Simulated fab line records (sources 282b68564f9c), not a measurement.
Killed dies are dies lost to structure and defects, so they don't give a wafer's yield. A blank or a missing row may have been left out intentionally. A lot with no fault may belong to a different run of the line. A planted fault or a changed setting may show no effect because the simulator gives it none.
Struck lot and sound lot, side by side / flow ritCmos / 20 out of 202 route steps
Sound: the wafers L190.1, L190.2, L190.6. Wafers L201.2, L201.4, L201.6 were the ones struck. The cause comes at the end.
Order at every step that has rows: each side's tool, ch and its chambers, its first start. Under that, the readings that differ: sound wafers / struck wafers / difference of the means / sigmas: that difference in standard deviations of wafers without a fault.
alike: readings with means less than 2 such deviations apart, plus words and numbers identical on both sides. not compared: withheld readings, readings lacking a value on some wafer, bounds such as >300 that could conceal the same value, and numbers that have no deviation in the record and whose values overlap.
Wherever a step has rows on one side only, a row that says differs or no value, or a row with sigmas, the two part there. Numbers that have no deviation but don't overlap get no sigmas and don't part them. A reading missing from all wafers of one side parts the sides only when that side holds two or more wafers.

RIT_SDANNEAL_RS_MEAS_06: uses a four-point probe to measure.
  sound on filmMetro-04 at day 3 14:48; struck on filmMetro-01 at day 5 23:26
  alike: PLDD_RS
RIT_SDANNEAL_RS_MEAS_07: uses a four-point probe to measure.
  sound on filmMetro-04 at day 3 14:55; struck on filmMetro-01 at day 5 23:34
  alike: NLDD_RS
then, 1 step without rows for these wafers: RIT_SILICIDE_WET_ETCH_00 (etches SiO2 in BOE, target depth 14 nm, time 15 s).
RIT_SILICIDE_SPUTTER_01: material Ti, target thk 30 nm, time 240 s.
  sound on pvdSputter-01 at day 3 15:03; struck on pvdSputter-04 at day 5 23:40
  alike: throttleValvePct
RIT_SILICIDE_RS_MEAS_02: uses a four-point probe to measure.
  sound on filmMetro-04 at day 3 15:12; struck on filmMetro-04 at day 5 23:50
  alike: SILICIDE_TI_RS
RIT_SILICIDE_THK_MEAS_03: measures by xrf.
  sound on filmMetro-04 at day 3 15:19; struck on filmMetro-04 at day 5 23:57
  alike: SILICIDE_TI_THK
RIT_SILICIDE_RTA_04: time 10 s, ramp up 5 s, ramp down 5 s.
  sound on rtpAnneal-02 ch 0, day 3 15:23; struck on rtpAnneal-01 ch 0, day 6 00:01
  alike: wafer_temp_C_max
then, 1 step without rows for these wafers: RIT_SILICIDE_WET_ETCH_05 (etches Ti in SPM, time 120 s).
RIT_SILICIDE_RTA_06: time 10 s, ramp up 5 s, ramp down 10 s.
  sound on rtpAnneal-01 ch 0, day 3 15:30; struck on rtpAnneal-02 ch 0, day 6 00:10
  alike: wafer_temp_C_max
RIT_CONTACT_CVD_00: deposits SiO2 from TEOS, target thk 400 nm, time 61 s.
  sound on pecvd-02 ch 1,2, day 3 15:34; struck on pecvd-04 ch 0,1,2, day 6 00:13
  alike: heaterPowerW, rfFwdPowerW
RIT_CONTACT_THK_MEAS_01:
  sound on filmMetro-03 at day 3 15:37; struck on filmMetro-03 at day 6 00:16
  alike: CONTACT_TEOS_THK
then, 1 step without rows for these wafers: RIT_CONTACT_HMDS_02 (prime time 60 s).
RIT_CONTACT_COAT_03: resist thk 1000 nm.
  struck on lithoTrack-03, day 6 00:30; sound on lithoTrack-02 ch 0, day 3 15:49
  no value came back on the struck wafers for chillPlateTempC (C), dispensePressureKPa (kPa); on the sound wafers chillPlateTempC (C) reads 22.85 22.99 22.90
then, 4 steps without rows for these wafers: RIT_CONTACT_SOFTBAKE_04 (time 60 s); RIT_CONTACT_EXPOSE_05 (exposes mask M11, target cd 1000 nm); RIT_CONTACT_PEB_06; RIT_CONTACT_DEVELOP_07 (develop time 120 s).
RIT_CONTACT_CD_MEAS_08: target cd 1000 nm.
  sound on cdSem-01 at day 3 16:46; struck on cdSem-02 at day 6 01:19
reading=cdNm (nm); sound=1000.3 999.9 1001.2; struck=- - -; difference=no value on the struck wafers; sigmas=
RIT_CONTACT_OVL_MEAS_09:
  sound on overlay-02 at day 3 16:53; struck on overlay-02 at day 6 01:25
reading=CONTACT_OVL (nm); sound=0.1 -0.1 -0.1; struck=- - -; difference=no value on the struck wafers; sigmas=
RIT_M1_PROBE_99:
  sound on prober-01 at day 3 23:11; struck on prober-02 at day 6 07:19
reading=killedAtContacts; sound=0 0 0; struck=255 260; difference=+258; sigmas=+99 or more
reading=killedDies; sound=8 7 5; struck=264 264; difference=+257; sigmas=+86
reading=killedOnRim; sound=1 1 1; struck=70 70; difference=+69; sigmas=+53
  alike: killedAtFrontEnd, killedOpen, killedShort

WHERE THEY PART
At RIT_CONTACT_COAT_03 first; at RIT_M1_PROBE_99 last (within this record only).

WHY: whatever the simulator had introduced
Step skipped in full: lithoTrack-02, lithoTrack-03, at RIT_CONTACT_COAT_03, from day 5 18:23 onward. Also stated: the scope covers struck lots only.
